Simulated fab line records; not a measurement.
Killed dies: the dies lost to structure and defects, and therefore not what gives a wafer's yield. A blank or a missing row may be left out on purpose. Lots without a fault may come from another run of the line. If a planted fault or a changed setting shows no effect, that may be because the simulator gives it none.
fab line records ; flow ritCmos
record: lots: 5; wafers: 23
route steps=202 shown NLDD@104 PSD@150 SDANNEAL@153 M1@184
startH: hours from the record's first day to the start of the lot's first wafer shown ; waitH: how many hours have passed since the lot's step before this one ; " repeats the value in the row above ; L1.1+2: a row that stands for several wafers ; - no value, or no start was given ; * or withheld: withheld ; < > ~ a bound
route shown NAME@n: NAME is a module with steps in the file, n the number in the route of the first one ; usual: mean/standard deviation taken from wafers without a fault ; same: alike in all rows ; chamber/n: place in a boat ; sites: per-site readings ; _std_site: the values' standard deviation ; _edge_site: inner sites' mean taken away from outer sites' mean ; radiusMm: for every site, how far away it sits from the centre of the wafer ; mask NAME#n: copy n ; behind: the tool/chamber that last shaped the wafer ; hold: why the lot was held/for how many hours/how that ended ; device: transistor that didn't switch, given as n, p or np ; end of line: tests of these same wafers at the route's end ; a step given without rows: its recipe and nothing more ; killed: not the wafer's yield, but the dies lost to structure and defects at the first sort ; map: a wafer's dies, x killed, . not, _ none there
set.NAME: setting as actually run; set.NAME@STEP: the setting as run at that earlier step ; model.NAME: the simulator's own value behind a step, which no gauge read
lots where settings were altered on purpose, with a table for each step and a row for each wafer
== steps ==
step: RIT_NLDD_COAT_01
recipe: resist: NOVOLAK; spinRpm: 3250; resistThkNm: 1000
lot.wafer;tool;chamber;startH;waitH;set.spinRpm;model.NOVOLAK_of_NLDD_COAT_01.thkNm
L074.1;lithoTrack-01;0;43.08;0.1;3250;997.2
L074.3;lithoTrack-01;0;43.08;0.1;3332;983.8
L074.4;lithoTrack-01;0;43.08;0.1;3250;997.4
L074.5;lithoTrack-01;0;43.08;0.1;3332;981.8
L074.6;lithoTrack-01;0;43.08;0.1;3332;986.9
L078.3;lithoTrack-02;0;65.59;0.1;3250;997.7
L078.4;lithoTrack-02;0;65.59;0.1;3250;996.9
L078.5;lithoTrack-02;0;65.59;0.1;3250;997.5
L079.1;lithoTrack-02;0;71.73;0.1;3007;1044
L079.2;lithoTrack-02;0;71.73;0.1;3250;1001
L079.3;lithoTrack-02;0;71.73;0.1;3007;1040
L079.4;lithoTrack-02;0;71.73;0.1;3007;1039
L079.5;lithoTrack-02;0;71.73;0.1;3250;1004
L081.1+5;lithoTrack-02;0;78.76;0.1;3250;1004
L081.3;lithoTrack-02;0;78.76;0.1;3250;1002
L081.4+6;lithoTrack-02;0;78.76;0.1;3250;1003
L082.1;lithoTrack-01;0;86.42;0.1;3038;1034
L082.3;lithoTrack-01;0;86.42;0.1;3250;1000
L082.4;lithoTrack-01;0;86.42;0.1;3038;1037
L082.5;lithoTrack-01;0;86.42;0.1;3038;1038
L082.6;lithoTrack-01;0;86.42;0.1;3250;999.1
step: RIT_NLDD_HARDBAKE_07
recipe: resist: NOVOLAK; tempC: 140; timeS: 60
lot.wafer;tool;chamber;startH;waitH;set.tempC;set.spinRpm@NLDD_COAT_01;model.NOVOLAK_of_NLDD_COAT_01.thkNm
L074.1;lithoTrack-01;0;43.94;0.0;140;3250;881.3
L074.3;lithoTrack-01;0;43.94;0.0;140;3332;869.5
L074.4;lithoTrack-01;0;43.94;0.0;140;3250;881.5
L074.5;lithoTrack-01;0;43.94;0.0;140;3332;867.8
L074.6;lithoTrack-01;0;43.94;0.0;140;3332;872.3
L078.3;lithoTrack-01;0;66.45;0.1;140;3250;881.7
L078.4;lithoTrack-01;0;66.45;0.1;140;3250;881.1
L078.5;lithoTrack-01;0;66.45;0.1;140;3250;881.6
L079.1;lithoTrack-04;0;72.64;0.0;140;3007;922.5
L079.2;lithoTrack-04;0;72.64;0.0;140;3250;884.9
L079.3;lithoTrack-04;0;72.64;0.0;140;3007;918.6
L079.4;lithoTrack-04;0;72.64;0.0;140;3007;918
L079.5;lithoTrack-04;0;72.64;0.0;140;3250;887.2
L081.1;lithoTrack-01;0;79.63;0.0;136.6;3250;892.9
L081.3;lithoTrack-01;0;79.63;0.0;136.6;3250;890.8
L081.4;lithoTrack-01;0;79.63;0.0;140;3250;886.5
L081.5;lithoTrack-01;0;79.63;0.0;140;3250;887
L081.6;lithoTrack-01;0;79.63;0.0;140;3250;886.7
L082.1;lithoTrack-02;0;87.28;0.0;140;3038;913.9
L082.3;lithoTrack-02;0;87.28;0.0;143.3;3250;879.6
L082.4;lithoTrack-02;0;87.28;0.0;140;3038;915.8
L082.5;lithoTrack-02;0;87.28;0.0;143.3;3038;912.3
L082.6;lithoTrack-02;0;87.28;0.0;143.3;3250;878.7
step: RIT_PSD_IMPLANT_08
recipe: species: BF2; energyKev: 27; doseCm2: 5e+15; tiltDeg: 7
lot.wafer;tool;chamber;startH;waitH;set.energyKev;model.implant.rpNm;model.implant.drpNm
L074.1+3;implanter-04;0;51.35;0.1;27;21.84;12.05
L074.4+5+6;implanter-04;0;51.35;0.1;26.32;21.4;11.83
L078.3+4+5;implanter-01;0;73.81;0.1;27;21.47;12.05
L079.1+3+5;implanter-03;0;80.05;0.1;27.42;22.31;12.18
L079.2+4;implanter-03;0;80.05;0.1;27;22.04;12.05
L081.1+4;implanter-03;0;87.06;0.1;27;21.75;12.05
L081.3+5+6;implanter-03;0;87.06;0.1;28.5;22.72;12.51
L082.1+4+6;implanter-01;0;94.58;0.1;27;22.12;12.05
L082.3+5;implanter-01;0;94.58;0.1;26.27;21.64;11.82
step: RIT_PSD_STRIP_09
recipe: chemistry: O2; timeS: 180; resist: NOVOLAK; platenTempC: withheld; powerW: 500; pressureMtorr: 4000; o2FlowSccm: 4000
step: RIT_PSD_TW_MEAS_10
usual: PSD_TW: 3428/21
lot.wafer;tool;chamber;startH;waitH;set.energyKev@PSD_IMPLANT_08;PSD_TW
L074.1;filmMetro-03;-;51.68;0.1;27;3397
L074.3;filmMetro-03;-;51.68;0.1;27;3379
L074.4;filmMetro-03;-;51.68;0.1;26.32;3352
L074.5;filmMetro-03;-;51.68;0.1;26.32;3370
L074.6;filmMetro-03;-;51.68;0.1;26.32;3373
L078.3;filmMetro-02;-;74.10;0.1;27;3421
L078.4;filmMetro-02;-;74.10;0.1;27;3429
L078.5;filmMetro-02;-;74.10;0.1;27;3418
L079.1;filmMetro-01;-;80.38;0.1;27.42;3451
L079.2;filmMetro-01;-;80.38;0.1;27;3448
L079.3;filmMetro-01;-;80.38;0.1;27.42;3459
L079.4;filmMetro-01;-;80.38;0.1;27;3447
L079.5;filmMetro-01;-;80.38;0.1;27.42;3461
L081.1;filmMetro-02;-;87.39;0.1;27;3423
L081.3;filmMetro-02;-;87.39;0.1;28.5;3487
L081.4;filmMetro-02;-;87.39;0.1;27;3443
L081.5;filmMetro-02;-;87.39;0.1;28.5;3474
L081.6;filmMetro-02;-;87.39;0.1;28.5;3476
L082.1;filmMetro-02;-;94.91;0.1;27;3434
L082.3;filmMetro-02;-;94.91;0.1;26.27;3405
L082.4;filmMetro-02;-;94.91;0.1;27;3423
L082.5;filmMetro-02;-;94.91;0.1;26.27;3409
L082.6;filmMetro-02;-;94.91;0.1;27;3440
step: RIT_SDANNEAL_CLEAN_00
recipe: chemistry: SC1; mix: 3:3:50; timeS: 600; tempC: 75
lot.wafer;tool;chamber;startH;waitH;set.timeS
L074.1+3+4+5+6;-;-;-;0.1;662.6
L078.3+4+5;wetBench-02;0;74.14;0.0;600
L079.1+2+3+4+5;-;-;-;0.1;685.7
L081.1+3+4+5+6;-;-;-;0.1;632.5
L082.1+3+4+5+6;-;-;-;0.1;600
step: RIT_SDANNEAL_CLEAN_01
recipe: chemistry: dHF; dilution: 50:1; timeS: 30
step: RIT_SDANNEAL_CLEAN_02
recipe: chemistry: SC2; mix: 3:3:50; timeS: 600; tempC: 75; dry: n2Spin
step: RIT_SDANNEAL_RTA_03
recipe: tempC: 1050; timeS: 5.234; idleTempC: 600; rampUpCPerS: 342; rampDownCPerS: 171; coolToC: 600; ambient: N2
step: RIT_SDANNEAL_RS_MEAS_04
recipe: thkMeasGauge: four-point-probe
usual: PSD_RS: 115.38/0.28
lot.wafer;tool;chamber;startH;waitH;set.energyKev@PSD_IMPLANT_08;PSD_RS[ohm/sq]
L074.1;filmMetro-01;-;52.23;0.0;27;115.38
L074.3;filmMetro-01;-;52.23;0.0;27;115.56
L074.4;filmMetro-01;-;52.23;0.0;26.32;117.20
L074.5;filmMetro-01;-;52.23;0.0;26.32;117.01
L074.6;filmMetro-01;-;52.23;0.0;26.32;117.27
L078.3;filmMetro-02;-;74.96;0.1;27;115.47
L078.4;filmMetro-02;-;74.96;0.1;27;115.52
L078.5;filmMetro-02;-;74.96;0.1;27;115.39
L079.1;filmMetro-01;-;80.86;0.0;27.42;114.18
L079.2;filmMetro-01;-;80.86;0.0;27;115.32
L079.3;filmMetro-01;-;80.86;0.0;27.42;114.84
L079.4;filmMetro-01;-;80.86;0.0;27;115.06
L079.5;filmMetro-01;-;80.86;0.0;27.42;114.42
L081.1;filmMetro-01;-;88.05;0.0;27;114.87
L081.3;filmMetro-01;-;88.05;0.0;28.5;112.16
L081.4;filmMetro-01;-;88.05;0.0;27;115.33
L081.5;filmMetro-01;-;88.05;0.0;28.5;112.05
L081.6;filmMetro-01;-;88.05;0.0;28.5;112.16
L082.1;filmMetro-02;-;95.43;0.0;27;115.47
L082.3;filmMetro-02;-;95.43;0.0;26.27;117.35
L082.4;filmMetro-02;-;95.43;0.0;27;115.51
L082.5;filmMetro-02;-;95.43;0.0;26.27;117.09
L082.6;filmMetro-02;-;95.43;0.0;27;115.82
step: RIT_M1_SPUTTER_00
recipe: material: Al; targetThkNm: 400; powerW: 2000; chamberPressurePa: 0.4; gas: Ar; timeS: 500; substrateTempC: 25
lot.wafer;tool;chamber;startH;waitH;set.timeS;model.Al_of_M1_SPUTTER_00.thkNm
L074.1;pvdSputter-04;-;55.49;0.0;529.6;420.3
L074.3;pvdSputter-04;-;55.49;0.0;500;399.3
L074.4;pvdSputter-04;-;55.49;0.0;500;398.9
L074.5;pvdSputter-04;-;55.49;0.0;529.6;420.2
L074.6;pvdSputter-04;-;55.49;0.0;529.6;424.1
L078.3;pvdSputter-04;-;78.27;0.0;500;398.6
L078.4;pvdSputter-04;-;78.27;0.0;500;395.6
L078.5;pvdSputter-04;-;78.27;0.0;500;397.4
L079.1;pvdSputter-01;-;84.36;0.0;500;406
L079.2;pvdSputter-01;-;84.36;0.0;500;403.7
L079.3;pvdSputter-01;-;84.36;0.0;500;401.5
L079.4;pvdSputter-01;-;84.36;0.0;500;400.9
L079.5;pvdSputter-01;-;84.36;0.0;500;404.1
L081.1;pvdSputter-01;-;91.74;0.0;500;403.7
L081.3;pvdSputter-01;-;91.74;0.0;500;407.3
L081.4;pvdSputter-01;-;91.74;0.0;500;403.1
L081.5;pvdSputter-01;-;91.74;0.0;500;404.2
L081.6;pvdSputter-01;-;91.74;0.0;500;402
L082.1;pvdSputter-04;-;99.02;0.0;425.3;341.5
L082.3;pvdSputter-04;-;99.02;0.0;500;399.8
L082.4;pvdSputter-04;-;99.02;0.0;500;401
L082.5;pvdSputter-04;-;99.02;0.0;500;399.9
L082.6;pvdSputter-04;-;99.02;0.0;425.3;338.3
step: RIT_M1_RS_MEAS_01
recipe: thkMeasGauge: four-point-probe; reads: Al_of_M1_SPUTTER_00
usual: M1_AL_RS: 0.0732/0.00072
lot.wafer;tool;chamber;startH;waitH;set.timeS@M1_SPUTTER_00;M1_AL_RS[ohm/sq]
L074.1;filmMetro-03;-;55.78;0.1;529.6;0.0699
L074.3;filmMetro-03;-;55.78;0.1;500;0.0737
L074.4;filmMetro-03;-;55.78;0.1;500;0.0737
L074.5;filmMetro-03;-;55.78;0.1;529.6;0.0698
L074.6;filmMetro-03;-;55.78;0.1;529.6;0.0692
L078.3;filmMetro-01;-;78.61;0.2;500;0.0736
L078.4;filmMetro-01;-;78.61;0.2;500;0.0742
L078.5;filmMetro-01;-;78.61;0.2;500;0.0738
L079.1;filmMetro-01;-;84.65;0.1;500;0.0723
L079.2;filmMetro-01;-;84.65;0.1;500;0.0727
L079.3;filmMetro-01;-;84.65;0.1;500;0.0731
L079.4;filmMetro-01;-;84.65;0.1;500;0.0732
L079.5;filmMetro-01;-;84.65;0.1;500;0.0726
L081.1;filmMetro-02;-;92.03;0.1;500;0.0729
L081.3;filmMetro-02;-;92.03;0.1;500;0.0720
L081.4;filmMetro-02;-;92.03;0.1;500;0.0728
L081.5;filmMetro-02;-;92.03;0.1;500;0.0725
L081.6;filmMetro-02;-;92.03;0.1;500;0.0730
L082.1;filmMetro-01;-;99.31;0.1;425.3;0.0861
L082.3;filmMetro-01;-;99.31;0.1;500;0.0733
L082.4;filmMetro-01;-;99.31;0.1;500;0.0732
L082.5;filmMetro-01;-;99.31;0.1;500;0.0733
L082.6;filmMetro-01;-;99.31;0.1;425.3;0.0871
step: RIT_M1_THK_MEAS_02
recipe: thkMeasGauge: xrf; reads: Al_of_M1_SPUTTER_00
usual: M1_AL_THK: 396/3.8
lot.wafer;tool;chamber;startH;waitH;set.timeS@M1_SPUTTER_00;M1_AL_THK[nm]
L074.1;filmMetro-03;-;55.90;0.1;529.6;414
L074.3;filmMetro-03;-;55.90;0.1;500;395
L074.4;filmMetro-03;-;55.90;0.1;500;395
L074.5;filmMetro-03;-;55.90;0.1;529.6;415
L074.6;filmMetro-03;-;55.90;0.1;529.6;419
L078.3;filmMetro-01;-;78.71;0.1;500;395
L078.4;filmMetro-01;-;78.71;0.1;500;393
L078.5;filmMetro-01;-;78.71;0.1;500;393
L079.1;filmMetro-01;-;84.77;0.1;500;402
L079.2;filmMetro-01;-;84.77;0.1;500;402
L079.3;filmMetro-01;-;84.77;0.1;500;399
L079.4;filmMetro-01;-;84.77;0.1;500;397
L079.5;filmMetro-01;-;84.77;0.1;500;402
L081.1;filmMetro-02;-;92.15;0.1;500;397
L081.3;filmMetro-02;-;92.15;0.1;500;401
L081.4;filmMetro-02;-;92.15;0.1;500;397
L081.5;filmMetro-02;-;92.15;0.1;500;399
L081.6;filmMetro-02;-;92.15;0.1;500;397
L082.1;filmMetro-01;-;99.43;0.1;425.3;335
L082.3;filmMetro-01;-;99.43;0.1;500;395
L082.4;filmMetro-01;-;99.43;0.1;500;397
L082.5;filmMetro-01;-;99.43;0.1;500;396
L082.6;filmMetro-01;-;99.43;0.1;425.3;334
== key ==
split: step: RIT_NLDD_COAT_01; setting: spinRpm; stated: 3250; by: wafer
response: step: RIT_NLDD_COAT_01; reading: model.NOVOLAK_of_NLDD_COAT_01.thkNm; change: -5.34; per: 1%; r: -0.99
response: step: RIT_NLDD_HARDBAKE_07; reading: model.NOVOLAK_of_NLDD_COAT_01.thkNm; change: -4.84; per: 1%; r: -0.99
split: step: RIT_NLDD_HARDBAKE_07; setting: tempC; stated: 140; by: wafer
response none clear
split: step: RIT_PSD_IMPLANT_08; setting: energyKev; stated: 27; by: wafer
response: step: RIT_PSD_IMPLANT_08; reading: model.implant.rpNm; change: +0.174; per: 1%; r: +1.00
response: step: RIT_PSD_IMPLANT_08; reading: model.implant.drpNm; change: +0.0844; per: 1%; r: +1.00
response: step: RIT_PSD_TW_MEAS_10; reading: PSD_TW; change: +8.39; per: 1%; r: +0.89
response: step: RIT_SDANNEAL_RS_MEAS_04; reading: PSD_RS; change: -0.56; per: 1%; r: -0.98
split: step: RIT_SDANNEAL_CLEAN_00; setting: timeS; stated: 600; by: lot
response none clear
split: step: RIT_M1_SPUTTER_00; setting: timeS; stated: 500; by: wafer
response: step: RIT_M1_SPUTTER_00; reading: model.Al_of_M1_SPUTTER_00.thkNm; change: +4; per: 1%; r: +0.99
response: step: RIT_M1_RS_MEAS_01; reading: M1_AL_RS; change: -0.000865; per: 1%; r: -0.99
response: step: RIT_M1_THK_MEAS_02; reading: M1_AL_THK; change: +4.03; per: 1%; r: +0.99
